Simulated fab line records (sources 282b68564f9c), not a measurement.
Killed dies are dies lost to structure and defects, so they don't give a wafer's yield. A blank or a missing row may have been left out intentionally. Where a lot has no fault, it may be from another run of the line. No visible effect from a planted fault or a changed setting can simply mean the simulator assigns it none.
Matching of chambers :: flow rit-cmos :: 4 sister chambers for RIT_GATE_ETCH_19 on rie-si-01
The step etches poly-Si in SF6/CHF3/O2, stops on SiO2, time 165 s, target depth 312.5 nm. 18 wafers are shown with their chamber, then 9 later ones without.

WAFERS PAIRED WITH THEIR CHAMBERS
wafer: L665.1
chamber: 1
drypump-motor-current-A (A): 6.3
throttle-valve-pct (%): 10.26
he-backside-leak-sccm (sccm): 2.6

wafer: L665.2
chamber: 0
drypump-motor-current-A (A): 5.7
throttle-valve-pct (%): 10.40
he-backside-leak-sccm (sccm): 2.5

wafer: L665.3
chamber: 2
drypump-motor-current-A (A): 5.4
throttle-valve-pct (%): 10.15
he-backside-leak-sccm (sccm): 2.8

wafer: L667.1
chamber: 0
drypump-motor-current-A (A): 5.7
throttle-valve-pct (%): 10.42
he-backside-leak-sccm (sccm): 2.5

wafer: L667.2
chamber: 3
drypump-motor-current-A (A): 6.0
throttle-valve-pct (%): 10.55
he-backside-leak-sccm (sccm): 2.6

wafer: L667.5
chamber: 3
drypump-motor-current-A (A): 6.0
throttle-valve-pct (%): 10.55
he-backside-leak-sccm (sccm): 2.6

wafer: L669.1
chamber: 3
drypump-motor-current-A (A): 6.0
throttle-valve-pct (%): 10.54
he-backside-leak-sccm (sccm): 2.6

wafer: L669.4
chamber: 0
drypump-motor-current-A (A): 5.7
throttle-valve-pct (%): 10.40
he-backside-leak-sccm (sccm): 2.6

wafer: L669.5
chamber: 0
drypump-motor-current-A (A): 5.7
throttle-valve-pct (%): 10.40
he-backside-leak-sccm (sccm): 2.6

wafer: L671.1
chamber: 0
drypump-motor-current-A (A): 5.7
throttle-valve-pct (%): 10.40
he-backside-leak-sccm (sccm): 2.5

wafer: L671.2
chamber: 2
drypump-motor-current-A (A): 5.4
throttle-valve-pct (%): 10.13
he-backside-leak-sccm (sccm): 2.8

wafer: L671.6
chamber: 3
drypump-motor-current-A (A): 6.0
throttle-valve-pct (%): 10.54
he-backside-leak-sccm (sccm): 2.6

wafer: L673.1
chamber: 1
drypump-motor-current-A (A): 6.2
throttle-valve-pct (%): 10.27
he-backside-leak-sccm (sccm): 2.6

wafer: L673.3
chamber: 0
drypump-motor-current-A (A): 5.7
throttle-valve-pct (%): 10.41
he-backside-leak-sccm (sccm): 2.4

wafer: L673.6
chamber: 2
drypump-motor-current-A (A): 5.4
throttle-valve-pct (%): 10.13
he-backside-leak-sccm (sccm): 2.8

wafer: L675.1
chamber: 2
drypump-motor-current-A (A): 5.4
throttle-valve-pct (%): 10.14
he-backside-leak-sccm (sccm): 2.8

wafer: L675.3
chamber: 3
drypump-motor-current-A (A): 6.0
throttle-valve-pct (%): 10.54
he-backside-leak-sccm (sccm): 2.5

wafer: L675.5
chamber: 1
drypump-motor-current-A (A): 6.3
throttle-valve-pct (%): 10.29
he-backside-leak-sccm (sccm): 2.8

SIGNATURES (averages over the wafers above)
reading: drypump-motor-current-A
chamber 0: 5.700
chamber 1: 6.267
chamber 2: 5.400
chamber 3: 6.000
scatter within a chamber: 0.0218

reading: throttle-valve-pct
chamber 0: 10.4050
chamber 1: 10.2733
chamber 2: 10.1375
chamber 3: 10.5440
scatter within a chamber: 0.0093

reading: he-backside-leak-sccm
chamber 0: 2.517
chamber 1: 2.667
chamber 2: 2.800
chamber 3: 2.580
scatter within a chamber: 0.0671
Rule: for each reading, subtract the chamber's mean from the wafer's reading, divide by that reading's scatter and square the result; add these up over the readings and take the root, which gives the wafer's distance from the chamber. If the next closest chamber is less than 2 further off than the closest, the wafer can't be placed; otherwise it belongs to the closest. The scatter is the square root of a quotient: the sum, over the shown wafers, of each reading's squared deviation from its chamber's mean, divided by wafers minus chambers.

WAFERS WITHOUT THEIR CHAMBER
wafer: L676.1
drypump-motor-current-A (A): 5.4
throttle-valve-pct (%): 10.13
he-backside-leak-sccm (sccm): 2.9

wafer: L676.4
drypump-motor-current-A (A): 5.7
throttle-valve-pct (%): 10.40
he-backside-leak-sccm (sccm): 2.5

wafer: L676.5
drypump-motor-current-A (A): 6.0
throttle-valve-pct (%): 10.54
he-backside-leak-sccm (sccm): 2.5

wafer: L683.2
drypump-motor-current-A (A): 5.4
throttle-valve-pct (%): 10.13
he-backside-leak-sccm (sccm): 2.6

wafer: L683.4
drypump-motor-current-A (A): 5.7
throttle-valve-pct (%): 10.41
he-backside-leak-sccm (sccm): 2.5

wafer: L683.5
drypump-motor-current-A (A): 6.0
throttle-valve-pct (%): 10.56
he-backside-leak-sccm (sccm): 2.5

wafer: L685.1
drypump-motor-current-A (A): 5.4
throttle-valve-pct (%): 10.14
he-backside-leak-sccm (sccm): 2.6

wafer: L685.4
drypump-motor-current-A (A): 6.3
throttle-valve-pct (%): 10.26
he-backside-leak-sccm (sccm): 2.7

wafer: L685.6
drypump-motor-current-A (A): 5.4
throttle-valve-pct (%): 10.14
he-backside-leak-sccm (sccm): 2.7

CHAMBER TAKEN BY EACH
wafer: L676.1
from the rows above: 2
in truth: 2

wafer: L676.4
from the rows above: 0
in truth: 0

wafer: L676.5
from the rows above: 3
in truth: 3

wafer: L683.2
from the rows above: 2
in truth: 2

wafer: L683.4
from the rows above: 0
in truth: 0

wafer: L683.5
from the rows above: 3
in truth: 3

wafer: L685.1
from the rows above: 2
in truth: 2

wafer: L685.4
from the rows above: 1
in truth: 1

wafer: L685.6
from the rows above: 2
in truth: 2
Placed correctly: 9 of 9. Left unplaced by these rows: 0. 0 placed wrongly.
